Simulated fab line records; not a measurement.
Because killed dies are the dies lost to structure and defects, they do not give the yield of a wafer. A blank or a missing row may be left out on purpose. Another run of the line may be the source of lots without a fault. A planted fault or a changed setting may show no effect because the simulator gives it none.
Which tool did it?	flow berkeleyCmos170	15 lots with 45 wafers sampled at 4 steps, on a route of 331 steps

WHAT THE GAUGES READ, wafer by wafer
UCB170_V1_BOW_MEAS_03. Usual: V1_BOW gives 18 um (standard deviation 7.2).
lot	measured	on	V1_BOW (um)	flag
L265	day 7 03:51	filmMetro-04	13 18 18	
L268	day 7 16:25	filmMetro-01	27 25 21	
L271	day 8 12:43	filmMetro-03	12 13 19	
L272	day 8 13:03	filmMetro-04	2 13 5	
L274	day 9 11:26	filmMetro-01	24 13 18	
L276	day 9 11:29	filmMetro-03	13 21 4	
L275	day 9 11:43	filmMetro-04	18 19 31	
L277	day 10 01:36	filmMetro-03	11 7 14	
L279	day 10 01:36	filmMetro-01	18 20 22	
L278	day 10 04:04	filmMetro-04	27 33 33	
L284	day 11 04:09	filmMetro-01	8 14 21	
L282	day 11 04:28	filmMetro-04	14 15 11	
L286	day 12 00:50	filmMetro-01	25 17 15	
L288	day 12 01:07	filmMetro-04	23 19 14	
L287	day 12 01:10	filmMetro-01	15 23 21	

UCB170_V2_OVL_MEAS_13. Usual: V2_OVL gives 1 nm (standard deviation 4.7).
lot	measured	on	V2_OVL (nm)	flag
L265	day 7 11:42	overlay-02	7 3 5	
L268	day 8 02:00	overlay-02	6 14 1	
L271	day 8 23:10	overlay-02	-9 -5 -4	
L272	day 8 23:12	overlay-01	-2 -4 3	
L277	day 10 11:10	overlay-02	-2 -1 9	
L279	day 10 11:29	overlay-02	7 8 9	
L278	day 10 14:24	overlay-02	4 4 5	
L284	day 11 11:19	overlay-01	0 6 -4	
L282	day 11 11:46	overlay-02	12 7 6	
L286	day 12 07:37	overlay-02	5 2 -7	
L288	day 12 07:53	overlay-02	1 3 6	
L287	day 12 08:14	overlay-01	-2 -5 -7	

TOOL THAT RAN EACH LOT (tool first, then ch and the chambers of the sampled wafers, then the start)
lot	UCB170_M2_SPUTTER_01	UCB170_M2_STRIP_19
L265	pvdSputter-03, day 7 05:55	plasmaAsher-02 ch 0,1, day 7 08:53
L268	pvdSputter-04, day 7 18:19	plasmaAsher-03 ch 0,1, day 7 23:07
L271	pvdSputter-01, day 8 14:46	plasmaAsher-01 ch 0, day 8 17:33
L272	pvdSputter-04, day 8 15:01	plasmaAsher-01 ch 0,1, day 8 18:06
L274	pvdSputter-01, day 9 13:24	plasmaAsher-01 ch 0,1, day 9 16:17
L276	pvdSputter-04, day 9 13:45	plasmaAsher-03 ch 0,1, day 9 16:13
L275	pvdSputter-03, day 9 13:52	plasmaAsher-02 ch 0,1, day 9 16:28
L277	pvdSputter-01, day 10 05:50	plasmaAsher-03 ch 0,1, day 10 08:33
L279	pvdSputter-03, day 10 05:58	plasmaAsher-01 ch 0,1, day 10 08:49
L278	pvdSputter-04, day 10 09:16	plasmaAsher-03 ch 0,1, day 10 11:40
L284	pvdSputter-01, day 11 06:18	plasmaAsher-02 ch 0,1, day 11 08:57
L282	pvdSputter-01, day 11 06:51	plasmaAsher-03 ch 0,1, day 11 09:33
L286	pvdSputter-04, day 12 02:59	plasmaAsher-02 ch 0, day 12 05:20
L288	pvdSputter-01, day 12 03:08	plasmaAsher-02 ch 0,1, day 12 05:36
L287	pvdSputter-04, day 12 03:16	plasmaAsher-03 ch 0,1, day 12 05:46
- UCB170_M2_SPUTTER_01: material Al, target thk 900 nm, time 120 s.
- UCB170_M2_STRIP_19: strips in O2.

WHAT THE TOOLS THEMSELVES READ (means of the sampled wafers that have a number; where no wafer has one, the mark that the record gives instead)
UCB170_M2_SPUTTER_01. Usual: 30.0 % for throttleValvePct, sd 1.
lot	tool	throttleValvePct (%)	flag
L265	pvdSputter-03	29.5	
L268	pvdSputter-04	30.5	
L271	pvdSputter-01	30.0	
L272	pvdSputter-04	30.2	
L274	pvdSputter-01	30.3	
L276	pvdSputter-04	29.6	
L275	pvdSputter-03	29.5	
L277	pvdSputter-01	29.6	
L279	pvdSputter-03	30.3	
L278	pvdSputter-04	30.9	
L284	pvdSputter-01	29.9	
L282	pvdSputter-01	30.0	
L286	pvdSputter-04	30.2	
L288	pvdSputter-01	29.1	
L287	pvdSputter-04	30.3	

UCB170_M2_STRIP_19. Usual: chamberPressureMTorr 3500 mTorr, standard deviation 3.4; drypumpMotorCurrentA 5.8 A, standard deviation 0.42; oesProductAu 0.538 a.u., standard deviation 0.015.
lot	tool	chamberPressureMTorr (mTorr)	drypumpMotorCurrentA (A)	oesProductAu (a.u.)	flag
L265	plasmaAsher-02	3498	6.3	0.556	
L268	plasmaAsher-03	3496	5.7	0.516	
L271	plasmaAsher-01	3498	5.1	0.560	
L272	plasmaAsher-01	3503	5.4	0.534	
L274	plasmaAsher-01	-	-	-	OFF
L276	plasmaAsher-03	-	-	-	OFF
L275	plasmaAsher-02	-	-	-	OFF
L277	plasmaAsher-03	3504	5.8	0.547	
L279	plasmaAsher-01	3501	5.3	0.530	
L278	plasmaAsher-03	3502	5.8	0.524	
L284	plasmaAsher-02	3501	6.0	0.541	
L282	plasmaAsher-03	3497	5.8	0.527	
L286	plasmaAsher-02	3502	5.8	0.525	
L288	plasmaAsher-02	3499	6.0	0.515	
L287	plasmaAsher-03	3499	5.8	0.547	

THE ANSWER, worked out from the rows above alone
Rule: a lot counts as off when the mean over its wafers that have a number is more than 3 standard deviations away from the usual mean. A lot without any number at a reading at which 4 lots or more have one is off too. Where the step has rows for the other lots, those lots are counted as sound. The gauges are gone through in route order, then the tools' own readings, and for those a lot's mean is taken as printed above. The first step at which some lot is off is used, and at that step the reading that is off furthest; a lot without a number counts as furthest.
Off, at UCB170_M2_STRIP_19 on chamberPressureMTorr: L274, L276, L275. Without a number there: L274, L276, L275.
A tool fits if, at that step or a process step before it, it ran every lot that is off, and no sound lot after the first of them. No candidate that was tried fits.

WHAT WAS PUT IN BY THE SIMULATOR
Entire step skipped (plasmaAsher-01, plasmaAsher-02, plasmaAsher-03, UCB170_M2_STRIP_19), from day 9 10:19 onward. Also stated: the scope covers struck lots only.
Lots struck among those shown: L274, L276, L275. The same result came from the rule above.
